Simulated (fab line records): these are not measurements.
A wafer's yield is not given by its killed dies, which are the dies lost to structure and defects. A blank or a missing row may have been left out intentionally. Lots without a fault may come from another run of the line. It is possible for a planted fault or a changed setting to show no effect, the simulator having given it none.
One fault through the eyes of 2 desks + flow ritCmos + only its own numbers are on each desk; what lay behind them is given at the end

== DESK OF THE TOOL OWNER: plasmaAsher-03 ==
The tool's own readings at RIT_NLDD_STRIP_09 (strips in O2, time 180 s): means of the sampled wafers that have a number, for each lot that ran on this tool. A lot is out of limits, marked OUT, if its mean lies more than 4 standard deviations from the usual mean; the brackets give that distance.
Columns: A = chamberPressureMTorr at RIT_NLDD_STRIP_09, usual 4000 mTorr; B = drypumpMotorCurrentA at RIT_NLDD_STRIP_09, usual 5.5 A; C = runLengthS at RIT_NLDD_STRIP_09, usual 208.8 s
| lot  | first seen here | A    | B   | C                      |
|------|-----------------|------|-----|------------------------|
| L431 | day 3 06:23     | 3999 | 5.6 | 209.2                  |
| L442 | day 5 07:34     | 3998 | 5.5 | 72.2 (-99 or more) OUT |
| L452 | day 7 09:20     | 4004 | 6.0 | 209.0                  |
| L453 | day 7 19:54     | 4003 | 5.5 | 208.9                  |
This desk finds L442 out of limits, L442 being first, at day 5 07:34 (runLengthS at RIT_NLDD_STRIP_09). L431, L452, L453: within limits.

== THE METROLOGY DESK ==
Means of the sampled wafers that have a number, per lot and without regard to the tool the lot ran on: this is what the gauges read. A lot is out of limits, marked OUT, if its mean lies more than 4 standard deviations from the usual mean; the brackets give that distance.
Columns: A = PLDD_TW at RIT_PLDD_TW_MEAS_10, usual 2346
| lot  | first seen here | A                    |
|------|-----------------|----------------------|
| L430 | day 3 00:53     | 2339                 |
| L431 | day 3 07:59     | 2353                 |
| L432 | day 3 12:12     | 2356                 |
| L433 | day 3 17:30     | 2347                 |
| L434 | day 4 00:43     | 2347                 |
| L435 | day 4 02:47     | 2349                 |
| L436 | day 4 06:35     | 2351                 |
| L438 | day 4 16:27     | 2348                 |
| L442 | day 5 09:11     | 30 (-99 or more) OUT |
| L445 | day 6 02:02     | 2339                 |
| L450 | day 7 04:58     | 2356                 |
| L452 | day 7 10:58     | 2339                 |
| L453 | day 7 21:40     | 2348                 |
Finding of this desk: L442 out of limits, first seen on L442 at day 5 09:11 (PLDD_TW at RIT_PLDD_TW_MEAS_10). L430, L431, L432, L433, L434, L435, L436, L438, L445, L450, L452, L453: within limits.

== PUT TOGETHER ==
The tool owner's desk could have raised an alarm at day 5 07:34, on L442.
Metrology desk: alarm possible at day 5 09:11 on L442.
RIT_NLDD_STRIP_09 was run on plasmaAsher-03 by each of the lots named.

== WHAT THE SIMULATOR HAD PUT IN ==
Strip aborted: plasmaAsher-03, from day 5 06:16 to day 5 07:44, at RIT_NLDD_STRIP_09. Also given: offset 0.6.
Lots struck among those shown: L442.
Delay (hours) between the fault's onset and each desk's first out-of-limits reading: 1 at the tool owner's desk, 3 at the metrology desk.
